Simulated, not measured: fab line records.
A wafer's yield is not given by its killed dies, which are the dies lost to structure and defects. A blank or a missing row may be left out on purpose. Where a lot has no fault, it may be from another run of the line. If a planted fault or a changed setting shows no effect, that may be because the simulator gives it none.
Which tool is to blame? || flow berkeley_cmos170 || 42 wafers from 14 lots sampled at 4 of the route's 331 steps

WHAT EACH GAUGE READ, for each wafer
UCB170_SCREENOX_THK_MEAS_02.
{"lot": "L363", "measured": "day 6 11:10", "on": "film_metro-01", "SCREENOX_OXIDE_THK (nm)": "14.31 14.19 14.40"}
{"lot": "L365", "measured": "day 6 22:24", "on": "film_metro-01", "SCREENOX_OXIDE_THK (nm)": "14.17 14.26 13.98"}
{"lot": "L364", "measured": "day 6 22:24", "on": "film_metro-02", "SCREENOX_OXIDE_THK (nm)": "14.38 14.17 14.15"}
{"lot": "L368", "measured": "day 7 06:49", "on": "film_metro-03", "SCREENOX_OXIDE_THK (nm)": "14.25 14.24 14.46"}
{"lot": "L367", "measured": "day 7 06:56", "on": "film_metro-01", "SCREENOX_OXIDE_THK (nm)": "14.40 14.15 14.23"}
{"lot": "L366", "measured": "day 7 06:51", "on": "film_metro-03", "SCREENOX_OXIDE_THK (nm)": "14.66 14.67 14.31"}
{"lot": "L369", "measured": "day 8 04:09", "on": "film_metro-03", "SCREENOX_OXIDE_THK (nm)": "14.52 14.62 14.46"}
{"lot": "L374", "measured": "day 8 04:05", "on": "film_metro-01", "SCREENOX_OXIDE_THK (nm)": "14.29 14.21 14.34"}
{"lot": "L373", "measured": "day 8 04:09", "on": "film_metro-01", "SCREENOX_OXIDE_THK (nm)": "14.73 14.36 14.52"}
{"lot": "L371", "measured": "day 8 04:05", "on": "film_metro-02", "SCREENOX_OXIDE_THK (nm)": "14.26 14.03 14.09"}
{"lot": "L377", "measured": "day 9 11:14", "on": "film_metro-03", "SCREENOX_OXIDE_THK (nm)": "14.25 14.33 14.51"}
{"lot": "L380", "measured": "day 9 11:11", "on": "film_metro-01", "SCREENOX_OXIDE_THK (nm)": "14.23 14.37 14.37"}
{"lot": "L383", "measured": "day 9 23:52", "on": "film_metro-01", "SCREENOX_OXIDE_THK (nm)": "14.00 14.28 14.10"}
{"lot": "L382", "measured": "day 9 23:53", "on": "film_metro-02", "SCREENOX_OXIDE_THK (nm)": "13.89 14.17 13.96"}

UCB170_V2_THK_MEAS_01.
{"lot": "L363", "measured": "day 9 04:29", "on": "film_metro-04", "V2_TEOS_THK (nm)": "1994 2020 2009"}
{"lot": "L365", "measured": "day 9 06:48", "on": "film_metro-02", "V2_TEOS_THK (nm)": "1989 1979 2026"}
{"lot": "L364", "measured": "day 9 09:07", "on": "film_metro-04", "V2_TEOS_THK (nm)": "1988 2003 2010"}
{"lot": "L368", "measured": "day 9 21:44", "on": "film_metro-03", "V2_TEOS_THK (nm)": "2017 2011 2034"}
{"lot": "L367", "measured": "day 9 22:49", "on": "film_metro-02", "V2_TEOS_THK (nm)": "2014 2053 2036"}
{"lot": "L366", "measured": "day 10 00:26", "on": "film_metro-04", "V2_TEOS_THK (nm)": "1995 1997 1999"}
{"lot": "L369", "measured": "day 11 06:32", "on": "film_metro-04", "V2_TEOS_THK (nm)": "1991 2046 2063"}
{"lot": "L374", "measured": "day 10 23:07", "on": "film_metro-04", "V2_TEOS_THK (nm)": "1995 1985 2010"}
{"lot": "L373", "measured": "day 11 05:48", "on": "film_metro-03", "V2_TEOS_THK (nm)": "1992 1976 2004"}
{"lot": "L371", "measured": "day 10 20:37", "on": "film_metro-04", "V2_TEOS_THK (nm)": "1957 1991 1972"}
{"lot": "L377", "measured": "day 12 00:35", "on": "film_metro-04", "V2_TEOS_THK (nm)": "2017 1978 1963"}
{"lot": "L380", "measured": "day 12 07:40", "on": "film_metro-03", "V2_TEOS_THK (nm)": "2000 2007 2026"}
{"lot": "L383", "measured": "day 12 12:28", "on": "film_metro-04", "V2_TEOS_THK (nm)": "1967 1988 2036"}
{"lot": "L382", "measured": "day 12 15:17", "on": "film_metro-02", "V2_TEOS_THK (nm)": "1935 2014 1999"}

WHICH TOOL RAN EACH LOT (tool, then ch and the chambers of the sampled wafers, then the start)
{"lot": "L363", "UCB170_PWELL_PEB_11": "litho_track-01 ch 0, day 3 13:53", "UCB170_M2_STRIP_07": "plasma_asher-02 ch 0,1, day 9 02:06"}
{"lot": "L365", "UCB170_PWELL_PEB_11": "litho_track-01 ch 0, day 4 07:02", "UCB170_M2_STRIP_07": "plasma_asher-04 ch 0,1, day 9 04:44"}
{"lot": "L364", "UCB170_PWELL_PEB_11": "litho_track-03 ch 0, day 4 07:17", "UCB170_M2_STRIP_07": "plasma_asher-01 ch 0,1, day 9 05:56"}
{"lot": "L368", "UCB170_PWELL_PEB_11": "litho_track-03 ch 0, day 4 16:30", "UCB170_M2_STRIP_07": "plasma_asher-04 ch 0,1, day 9 19:37"}
{"lot": "L367", "UCB170_PWELL_PEB_11": "litho_track-03 ch 0, day 4 16:46", "UCB170_M2_STRIP_07": "plasma_asher-01 ch 0,1, day 9 20:37"}
{"lot": "L366", "UCB170_PWELL_PEB_11": "litho_track-01 ch 0, day 4 16:59", "UCB170_M2_STRIP_07": "plasma_asher-04 ch 0,1, day 9 21:56"}
{"lot": "L369", "UCB170_PWELL_PEB_11": "litho_track-03 ch 0, day 5 14:07", "UCB170_M2_STRIP_07": "plasma_asher-01 ch 0,1, day 11 02:47"}
{"lot": "L374", "UCB170_PWELL_PEB_11": "litho_track-02 ch 0, day 5 14:30", "UCB170_M2_STRIP_07": "plasma_asher-02 ch 0,1, day 10 21:04"}
{"lot": "L373", "UCB170_PWELL_PEB_11": "litho_track-01 ch 0, day 5 14:43", "UCB170_M2_STRIP_07": "plasma_asher-04 ch 0,1, day 11 02:34"}
{"lot": "L371", "UCB170_PWELL_PEB_11": "litho_track-03 ch 0, day 5 14:55", "UCB170_M2_STRIP_07": "plasma_asher-01 ch 0,1, day 10 18:19"}
{"lot": "L377", "UCB170_PWELL_PEB_11": "litho_track-01 ch 0, day 6 15:41", "UCB170_M2_STRIP_07": "plasma_asher-01 ch 0,1, day 11 22:36"}
{"lot": "L380", "UCB170_PWELL_PEB_11": "litho_track-01 ch 0, day 6 15:58", "UCB170_M2_STRIP_07": "plasma_asher-02 ch 0,1, day 12 04:16"}
{"lot": "L383", "UCB170_PWELL_PEB_11": "litho_track-02 ch 0, day 7 03:00", "UCB170_M2_STRIP_07": "plasma_asher-01 ch 1, day 12 10:09"}
{"lot": "L382", "UCB170_PWELL_PEB_11": "litho_track-03 ch 0, day 7 03:00", "UCB170_M2_STRIP_07": "plasma_asher-01 ch 0,1, day 12 12:29"}
- UCB170_PWELL_PEB_11
- UCB170_M2_STRIP_07: strips in O2.

WHAT THE TOOLS THEMSELVES READ (means of the sampled wafers that have a number; where no wafer has one, the mark that the record gives instead)
UCB170_PWELL_PEB_11.
{"lot": "L363", "tool": "litho_track-01", "heater_power_total_W (W)": 56.81, "plate_temp_C (C)": 130.10, "resist_line_temp_C (C)": 23.01}
{"lot": "L365", "tool": "litho_track-01", "heater_power_total_W (W)": 56.78, "plate_temp_C (C)": 130.05, "resist_line_temp_C (C)": 22.94}
{"lot": "L364", "tool": "litho_track-03", "heater_power_total_W (W)": 56.80, "plate_temp_C (C)": 130.01, "resist_line_temp_C (C)": 22.83}
{"lot": "L368", "tool": "litho_track-03", "heater_power_total_W (W)": 56.83, "plate_temp_C (C)": 130.12, "resist_line_temp_C (C)": 23.00}
{"lot": "L367", "tool": "litho_track-03", "heater_power_total_W (W)": 56.79, "plate_temp_C (C)": 130.10, "resist_line_temp_C (C)": 22.95}
{"lot": "L366", "tool": "litho_track-01", "heater_power_total_W (W)": 56.81, "plate_temp_C (C)": 129.98, "resist_line_temp_C (C)": 22.90}
{"lot": "L369", "tool": "litho_track-03", "heater_power_total_W (W)": 56.79, "plate_temp_C (C)": 129.89, "resist_line_temp_C (C)": 22.98}
{"lot": "L374", "tool": "litho_track-02", "heater_power_total_W (W)": 56.81, "plate_temp_C (C)": 130.04, "resist_line_temp_C (C)": 22.97}
{"lot": "L373", "tool": "litho_track-01", "heater_power_total_W (W)": 56.76, "plate_temp_C (C)": 129.97, "resist_line_temp_C (C)": 23.08}
{"lot": "L371", "tool": "litho_track-03", "heater_power_total_W (W)": 56.79, "plate_temp_C (C)": 130.05, "resist_line_temp_C (C)": 23.12}
{"lot": "L377", "tool": "litho_track-01", "heater_power_total_W (W)": 59.09, "plate_temp_C (C)": 134.14, "resist_line_temp_C (C)": 22.91}
{"lot": "L380", "tool": "litho_track-01", "heater_power_total_W (W)": 59.09, "plate_temp_C (C)": 134.18, "resist_line_temp_C (C)": 22.88}
{"lot": "L383", "tool": "litho_track-02", "heater_power_total_W (W)": 56.82, "plate_temp_C (C)": 130.11, "resist_line_temp_C (C)": 22.99}
{"lot": "L382", "tool": "litho_track-03", "heater_power_total_W (W)": 56.84, "plate_temp_C (C)": 129.85, "resist_line_temp_C (C)": 22.94}

UCB170_M2_STRIP_07.
{"lot": "L363", "tool": "plasma_asher-02", "drypump_motor_current_A (A)": 6.2, "oes_product_au (a.u.)": 0.734, "strip_time_to_endpoint_s (s)": 22.02}
{"lot": "L365", "tool": "plasma_asher-04", "drypump_motor_current_A (A)": 5.4, "oes_product_au (a.u.)": 0.738, "strip_time_to_endpoint_s (s)": 21.94}
{"lot": "L364", "tool": "plasma_asher-01", "drypump_motor_current_A (A)": 5.9, "oes_product_au (a.u.)": 0.738, "strip_time_to_endpoint_s (s)": 21.96}
{"lot": "L368", "tool": "plasma_asher-04", "drypump_motor_current_A (A)": 5.4, "oes_product_au (a.u.)": 0.739, "strip_time_to_endpoint_s (s)": 22.00}
{"lot": "L367", "tool": "plasma_asher-01", "drypump_motor_current_A (A)": 6.1, "oes_product_au (a.u.)": 0.732, "strip_time_to_endpoint_s (s)": 21.97}
{"lot": "L366", "tool": "plasma_asher-04", "drypump_motor_current_A (A)": 5.4, "oes_product_au (a.u.)": 0.730, "strip_time_to_endpoint_s (s)": 22.01}
{"lot": "L369", "tool": "plasma_asher-01", "drypump_motor_current_A (A)": 6.1, "oes_product_au (a.u.)": 0.730, "strip_time_to_endpoint_s (s)": 21.83}
{"lot": "L374", "tool": "plasma_asher-02", "drypump_motor_current_A (A)": 6.3, "oes_product_au (a.u.)": 0.736, "strip_time_to_endpoint_s (s)": 22.08}
{"lot": "L373", "tool": "plasma_asher-04", "drypump_motor_current_A (A)": 5.3, "oes_product_au (a.u.)": 0.735, "strip_time_to_endpoint_s (s)": 21.99}
{"lot": "L371", "tool": "plasma_asher-01", "drypump_motor_current_A (A)": 5.9, "oes_product_au (a.u.)": 0.728, "strip_time_to_endpoint_s (s)": 21.98}
{"lot": "L377", "tool": "plasma_asher-01", "drypump_motor_current_A (A)": 6.1, "oes_product_au (a.u.)": 0.737, "strip_time_to_endpoint_s (s)": 21.95}
{"lot": "L380", "tool": "plasma_asher-02", "drypump_motor_current_A (A)": 6.3, "oes_product_au (a.u.)": 0.736, "strip_time_to_endpoint_s (s)": 21.99}
{"lot": "L383", "tool": "plasma_asher-01", "drypump_motor_current_A (A)": 6.4, "oes_product_au (a.u.)": 0.732, "strip_time_to_endpoint_s (s)": 22.05}
{"lot": "L382", "tool": "plasma_asher-01", "drypump_motor_current_A (A)": 6.1, "oes_product_au (a.u.)": 0.737, "strip_time_to_endpoint_s (s)": 21.88}

THE ANSWER, worked out from the rows above alone
Rule: what is usual is taken from the lots themselves. The widest of any qualifying gaps counts: lots, ordered by their means at a reading, are off when they make up no more than a third of the lots, leave a main group of 4 or more, and stand apart from it by 3 or more times the standard deviation of that group's means. A main group is skipped when, at the precision printed for the reading in the tables above, its means are all equal. A lot without any number at a reading at which 4 lots or more have one is off too. Any other lot the step has rows for is counted as sound. Order of review: gauges by route order, followed by the tools' own readings, for which a lot's mean as printed above is used. At the first step where some lot is off, the reading lying furthest off is the one used; lots without a number count as furthest.
Off, at UCB170_PWELL_PEB_11 on heater_power_total_W: L377, L380. Main group: mean 56.80 W, sd 0.021.
A tool fits if, at that step or a process step before it, it ran every lot that is off, and no sound lot after the first of them. One candidate fits, namely litho_track-01 at UCB170_PWELL_PEB_11. Its last sound lot is L373 (day 5 14:43), its first lot that is off L377 (day 6 15:41): a fault that began between those two fits.
The tool's own readings at UCB170_PWELL_PEB_11 bear it out: on the lots that are off they differ by more than 5 times the standard deviation of the sound lots' means. heater_power_total_W reads 59.09 W there against 56.80 W on the sound lots; plate_temp_C reads 134.16 C there against 130.02 C on the sound lots.

WHAT THE SIMULATOR PUT IN
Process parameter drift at UCB170_PWELL_PEB_11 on litho_track-01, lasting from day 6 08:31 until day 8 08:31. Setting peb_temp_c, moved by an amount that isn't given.
Shown lots that were struck: L380, L377. This agrees with what the rule above found.
